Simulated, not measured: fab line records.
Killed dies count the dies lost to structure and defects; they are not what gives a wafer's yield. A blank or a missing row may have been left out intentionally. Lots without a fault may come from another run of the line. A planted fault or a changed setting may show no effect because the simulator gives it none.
Lot-split experiment :: flow rit cmos :: 23 wafers read across 5 lots, on a route 202 steps long

== ON THE SPLIT ==
At RIT_GATE_ETCH_19 (etches poly-Si in SF6/CHF3/O2, stops on SiO2, time 165 s, target depth 312.5 nm), the setting time s was moved away from the recipe's 165 s on 7 of the 23 wafers read, by +7.7% to +13.3%. This setting was run at the recipe's value on the other wafers.

The reading is taken at the split's own step.

== THE READING ==
NOVOLAK_of_GATE_COAT_11.thk nm (the simulator's own value, which no gauge read), in nm, at RIT_GATE_ETCH_19 (etches poly-Si in SF6/CHF3/O2, stops on SiO2, time 165 s, target depth 312.5 nm). The file gives no usual value for it. The 16 wafers here that ran the recipe average 671.4 nm, standard deviation 3.2 nm.

wafer: L075.2
tool, chamber at the split: rie si-02, 2
time s as run, s: 165
against the recipe: recipe
NOVOLAK_of_GATE_COAT_11.thk nm, nm: 677.8
against lot-mates on the recipe: -

wafer: L075.3
tool, chamber at the split: rie si-02, 1
time s as run, s: 165
against the recipe: recipe
NOVOLAK_of_GATE_COAT_11.thk nm, nm: 671.4
against lot-mates on the recipe: -

wafer: L075.4
tool, chamber at the split: rie si-02, 0
time s as run, s: 165
against the recipe: recipe
NOVOLAK_of_GATE_COAT_11.thk nm, nm: 673.7
against lot-mates on the recipe: -

wafer: L075.5
tool, chamber at the split: rie si-02, 1
time s as run, s: 165
against the recipe: recipe
NOVOLAK_of_GATE_COAT_11.thk nm, nm: 670.9
against lot-mates on the recipe: -

wafer: L075.6
tool, chamber at the split: rie si-02, 0
time s as run, s: 165
against the recipe: recipe
NOVOLAK_of_GATE_COAT_11.thk nm, nm: 675.5
against lot-mates on the recipe: -

wafer: L076.1
tool, chamber at the split: rie si-01, 2
time s as run, s: 186.9
against the recipe: +13.3%
NOVOLAK_of_GATE_COAT_11.thk nm, nm: 657.8
against lot-mates on the recipe: -10.2

wafer: L076.3
tool, chamber at the split: rie si-01, 1
time s as run, s: 186.9
against the recipe: +13.3%
NOVOLAK_of_GATE_COAT_11.thk nm, nm: 657.2
against lot-mates on the recipe: -10.8

wafer: L076.4
tool, chamber at the split: rie si-01, 3
time s as run, s: 165
against the recipe: recipe
NOVOLAK_of_GATE_COAT_11.thk nm, nm: 663.6
against lot-mates on the recipe: -

wafer: L076.5
tool, chamber at the split: rie si-01, 1
time s as run, s: 165
against the recipe: recipe
NOVOLAK_of_GATE_COAT_11.thk nm, nm: 672.3
against lot-mates on the recipe: -

wafer: L076.6
tool, chamber at the split: rie si-01, 2
time s as run, s: 186.9
against the recipe: +13.3%
NOVOLAK_of_GATE_COAT_11.thk nm, nm: 657.6
against lot-mates on the recipe: -10.4

wafer: L077.1
tool, chamber at the split: rie si-02, 3
time s as run, s: 165
against the recipe: recipe
NOVOLAK_of_GATE_COAT_11.thk nm, nm: 667.3
against lot-mates on the recipe: -

wafer: L077.3
tool, chamber at the split: rie si-02, 2
time s as run, s: 165
against the recipe: recipe
NOVOLAK_of_GATE_COAT_11.thk nm, nm: 669.8
against lot-mates on the recipe: -

wafer: L077.4
tool, chamber at the split: rie si-02, 0
time s as run, s: 179.9
against the recipe: +9.0%
NOVOLAK_of_GATE_COAT_11.thk nm, nm: 661.3
against lot-mates on the recipe: -7.6

wafer: L077.5
tool, chamber at the split: rie si-02, 3
time s as run, s: 179.9
against the recipe: +9.0%
NOVOLAK_of_GATE_COAT_11.thk nm, nm: 659.5
against lot-mates on the recipe: -9.4

wafer: L077.6
tool, chamber at the split: rie si-02, 0
time s as run, s: 165
against the recipe: recipe
NOVOLAK_of_GATE_COAT_11.thk nm, nm: 669.5
against lot-mates on the recipe: -

wafer: L078.1
tool, chamber at the split: rie si-01, 0
time s as run, s: 165
against the recipe: recipe
NOVOLAK_of_GATE_COAT_11.thk nm, nm: 671.4
against lot-mates on the recipe: -

wafer: L078.2
tool, chamber at the split: rie si-01, 3
time s as run, s: 177.7
against the recipe: +7.7%
NOVOLAK_of_GATE_COAT_11.thk nm, nm: 659.5
against lot-mates on the recipe: -11.0

wafer: L078.3
tool, chamber at the split: rie si-01, 2
time s as run, s: 165
against the recipe: recipe
NOVOLAK_of_GATE_COAT_11.thk nm, nm: 670
against lot-mates on the recipe: -

wafer: L078.4
tool, chamber at the split: rie si-01, 2
time s as run, s: 165
against the recipe: recipe
NOVOLAK_of_GATE_COAT_11.thk nm, nm: 670
against lot-mates on the recipe: -

wafer: L078.6
tool, chamber at the split: rie si-01, 3
time s as run, s: 177.7
against the recipe: +7.7%
NOVOLAK_of_GATE_COAT_11.thk nm, nm: 662.8
against lot-mates on the recipe: -7.7

wafer: L079.4
tool, chamber at the split: rie si-02, 0
time s as run, s: 165
against the recipe: recipe
NOVOLAK_of_GATE_COAT_11.thk nm, nm: 673.7
against lot-mates on the recipe: -

wafer: L079.5
tool, chamber at the split: rie si-02, 0
time s as run, s: 165
against the recipe: recipe
NOVOLAK_of_GATE_COAT_11.thk nm, nm: 672.7
against lot-mates on the recipe: -

wafer: L079.6
tool, chamber at the split: rie si-02, 1
time s as run, s: 165
against the recipe: recipe
NOVOLAK_of_GATE_COAT_11.thk nm, nm: 673
against lot-mates on the recipe: -

THE FIT
A straight line over all 23 wafers: NOVOLAK_of_GATE_COAT_11.thk nm changes by -1.11 nm for each +1% of time s; r = -0.89; the points scatter about the line by 2.9 nm.
The same after taking each lot's own level away (the mean of its wafers on the recipe; 23 wafers): -0.864 nm for each +1%; r = -0.90; scatter 2.2 nm.
On that fit, the largest move of time s shifts the reading by 11 nm.
The lots' own levels span 667.95 to 673.86 nm, that is 1.9 times the standard deviation above.
Thus the slope moves with the lot-to-lot level: the two fits are different.
Check: -12 nm against its lot-mates is what the line predicts for one of the wafers moved furthest among these (+13.3%) when that wafer is left out of the fit. Against them it came out at -10.2 nm.

== ADDITIONAL SPLITS CARRIED BY THESE WAFERS ==
Other splits were also applied to these wafers ahead of the reading. Each is held against what the fit with the lots' levels taken away leaves over:
other split on the same wafers: RIT_ACTIVE_OXIDATION_01 ox time s
wafers away from the commonest value: 15
r with NOVOLAK_of_GATE_COAT_11.thk nm (lot level and that fit taken away): +0.16

other split on the same wafers: RIT_ACTIVE_COAT_06 resist thk nm
wafers away from the commonest value: 9
r with NOVOLAK_of_GATE_COAT_11.thk nm (lot level and that fit taken away): +0.01

other split on the same wafers: RIT_ACTIVE_STRIP_14 pressure mtorr
wafers away from the commonest value: 10
r with NOVOLAK_of_GATE_COAT_11.thk nm (lot level and that fit taken away): +0.24

other split on the same wafers: RIT_FOX2_WET_ETCH_03 time s
wafers away from the commonest value: 15
r with NOVOLAK_of_GATE_COAT_11.thk nm (lot level and that fit taken away): +0.25

other split on the same wafers: RIT_NWELL_IMPLANT_08 energy kev
wafers away from the commonest value: 7
r with NOVOLAK_of_GATE_COAT_11.thk nm (lot level and that fit taken away): -0.12

other split on the same wafers: RIT_NRETRO_COAT_01 spin rpm
wafers away from the commonest value: 10
r with NOVOLAK_of_GATE_COAT_11.thk nm (lot level and that fit taken away): -0.09

other split on the same wafers: RIT_NRETRO_IMPLANT_08 energy kev
wafers away from the commonest value: 4
r with NOVOLAK_of_GATE_COAT_11.thk nm (lot level and that fit taken away): +0.23

other split on the same wafers: RIT_PRETRO_SOFTBAKE_02 temp c
wafers away from the commonest value: 5
r with NOVOLAK_of_GATE_COAT_11.thk nm (lot level and that fit taken away): +0.33

other split on the same wafers: RIT_PRETRO_DEVELOP_05 develop time s
wafers away from the commonest value: 5
r with NOVOLAK_of_GATE_COAT_11.thk nm (lot level and that fit taken away): +0.04

== THE FILE'S OWN FIT ==
NOVOLAK_of_GATE_COAT_11.thk nm changes by -0.905 nm for each +1% of time s, r = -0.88.
